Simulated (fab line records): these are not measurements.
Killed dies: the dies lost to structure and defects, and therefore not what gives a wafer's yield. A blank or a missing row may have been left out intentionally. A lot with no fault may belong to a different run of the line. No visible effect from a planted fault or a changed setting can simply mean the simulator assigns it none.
Which tool was responsible?    flow berkeley-cmos170    14 lots (42 wafers sampled), 1 step of a 331-step route

WHAT THE GAUGES READ, wafer by wafer
UCB170_M2_CD_MEAS_15: target cd 700 nm. Usual: 699.7 nm for cd-nm, sd 1.6.
lot   measured      on         cd-nm (nm)         flag
L762  day 8 08:25   cd-sem-01  699.2 699.8 699.9  
L764  day 8 09:03   cd-sem-02  698.9 698.6 696.8  
L766  day 8 14:13   cd-sem-01  700.5 700.0 700.0  
L767  day 8 19:47   cd-sem-02  701.4 701.0 701.5  
L768  day 9 07:37   cd-sem-02  703.2 702.1 701.9  
L770  day 9 08:14   cd-sem-01  699.6 701.0 697.7  
L772  day 9 16:16   cd-sem-02  698.4 698.9 699.1  
L775  day 10 04:58  cd-sem-01  698.7 697.9 697.4  
L777  day 10 18:08  cd-sem-01  698.2 697.8 697.3  
L781  day 11 17:33  cd-sem-01  697.9 697.9 697.9  
L780  day 11 19:28  cd-sem-02  698.6 698.1 698.8  
L783  day 12 02:02  cd-sem-01  697.4 699.0 698.7  
L782  day 12 02:14  cd-sem-02  698.0 697.1 699.9  
L784  day 12 10:02  cd-sem-01  701.0 699.6 700.5  

WHAT TOOL EACH LOT RAN ON (gives the tool, then ch and the chambers of the sampled wafers, and finally the start)
The record shows no process step preceding these readings.

AS READ BY THE TOOLS THEMSELVES (means over the sampled wafers that have a number; for cases with no such wafer, the mark the record gives instead)
The record holds no such reading with a usual standard deviation.

THE ANSWER, worked out from the rows above alone
Rule: take the mean of a lot's wafers that have a number; if it is more than 3 standard deviations from the usual mean, the lot is off. A lot without any number at a reading at which 4 lots or more have one is off too. All remaining lots with rows at the step are treated as sound. The gauges are gone through in route order, then the tools' own readings, and for those a lot's mean is taken as printed above. At the first step where some lot is off, the reading lying furthest off is the one used; lots without a number count as furthest.
No lot is off at any reading shown: from this, nothing can be told.

WHAT WAS PUT IN BY THE SIMULATOR
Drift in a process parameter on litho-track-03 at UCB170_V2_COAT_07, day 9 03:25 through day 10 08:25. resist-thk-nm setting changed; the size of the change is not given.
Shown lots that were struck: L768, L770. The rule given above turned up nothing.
